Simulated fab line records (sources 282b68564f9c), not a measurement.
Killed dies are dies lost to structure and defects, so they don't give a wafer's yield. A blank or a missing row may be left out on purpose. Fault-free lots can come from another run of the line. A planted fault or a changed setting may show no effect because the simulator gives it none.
Which tool did it? / flow rit_cmos / 15 lots (45 wafers sampled), 1 step of a 202-step route

== WHAT THE GAUGES SHOWED, per wafer ==
RIT_ACTIVE_THK_MEAS_02. Usual: ACTIVE_OXIDE_THK typically reads 43.7 nm, with standard deviation 0.93.
lot=L170; measured=day 1 13:17; on=film_metro-04; ACTIVE_OXIDE_THK (nm)=44.8 45.1 44.0; flag=
lot=L174; measured=day 2 08:51; on=film_metro-02; ACTIVE_OXIDE_THK (nm)=43.2 43.8 44.0; flag=
lot=L176; measured=day 2 19:09; on=film_metro-01; ACTIVE_OXIDE_THK (nm)=43.6 42.8 43.5; flag=
lot=L177; measured=day 2 23:28; on=film_metro-02; ACTIVE_OXIDE_THK (nm)=43.0 43.2 43.3; flag=
lot=L178; measured=day 3 05:45; on=film_metro-01; ACTIVE_OXIDE_THK (nm)=43.9 43.1 43.6; flag=
lot=L180; measured=day 3 14:15; on=film_metro-04; ACTIVE_OXIDE_THK (nm)=41.4 42.8 42.6; flag=
lot=L183; measured=day 4 07:17; on=film_metro-02; ACTIVE_OXIDE_THK (nm)=42.8 43.1 42.6; flag=
lot=L184; measured=day 4 10:04; on=film_metro-04; ACTIVE_OXIDE_THK (nm)=44.7 42.5 43.6; flag=
lot=L185; measured=day 4 17:28; on=film_metro-01; ACTIVE_OXIDE_THK (nm)=43.7 42.4 43.3; flag=
lot=L186; measured=day 4 20:10; on=film_metro-01; ACTIVE_OXIDE_THK (nm)=44.0 43.6 44.1; flag=
lot=L187; measured=day 5 01:58; on=film_metro-02; ACTIVE_OXIDE_THK (nm)=44.7 44.9 44.2; flag=
lot=L188; measured=day 5 06:26; on=film_metro-02; ACTIVE_OXIDE_THK (nm)=44.0 44.5 44.5; flag=
lot=L189; measured=day 5 11:03; on=film_metro-04; ACTIVE_OXIDE_THK (nm)=42.9 44.0 43.5; flag=
lot=L191; measured=day 5 22:02; on=film_metro-02; ACTIVE_OXIDE_THK (nm)=44.5 44.9 44.9; flag=
lot=L193; measured=day 6 07:04; on=film_metro-04; ACTIVE_OXIDE_THK (nm)=46.1 46.1 46.1; flag=

== WHAT TOOL EACH LOT RAN ON (gives the tool, then ch and the chambers of the sampled wafers, and finally the start) ==
There is no process step in the record ahead of these readings.

== AS READ BY THE TOOLS THEMSELVES (means over the sampled wafers that have a number; for cases with no such wafer, the mark the record gives instead) ==
The record holds no such reading with a usual standard deviation.

== THE ANSWER, worked out from the rows above alone ==
Rule: lot off if the mean of its wafers having a number is beyond 3 standard deviations from the usual mean. Also off: a lot with no number at a reading for which 4 or more lots have one. Any other lot the step has rows for is counted as sound. After the gauges, taken in route order, come the tools' own readings; for these a lot's mean is taken, as printed above. At the first step where some lot is off, the reading lying furthest off is the one used; lots without a number count as furthest.
No lot is off at any reading shown: from this, nothing can be told.

== WHAT THE SIMULATOR HAD PUT IN ==
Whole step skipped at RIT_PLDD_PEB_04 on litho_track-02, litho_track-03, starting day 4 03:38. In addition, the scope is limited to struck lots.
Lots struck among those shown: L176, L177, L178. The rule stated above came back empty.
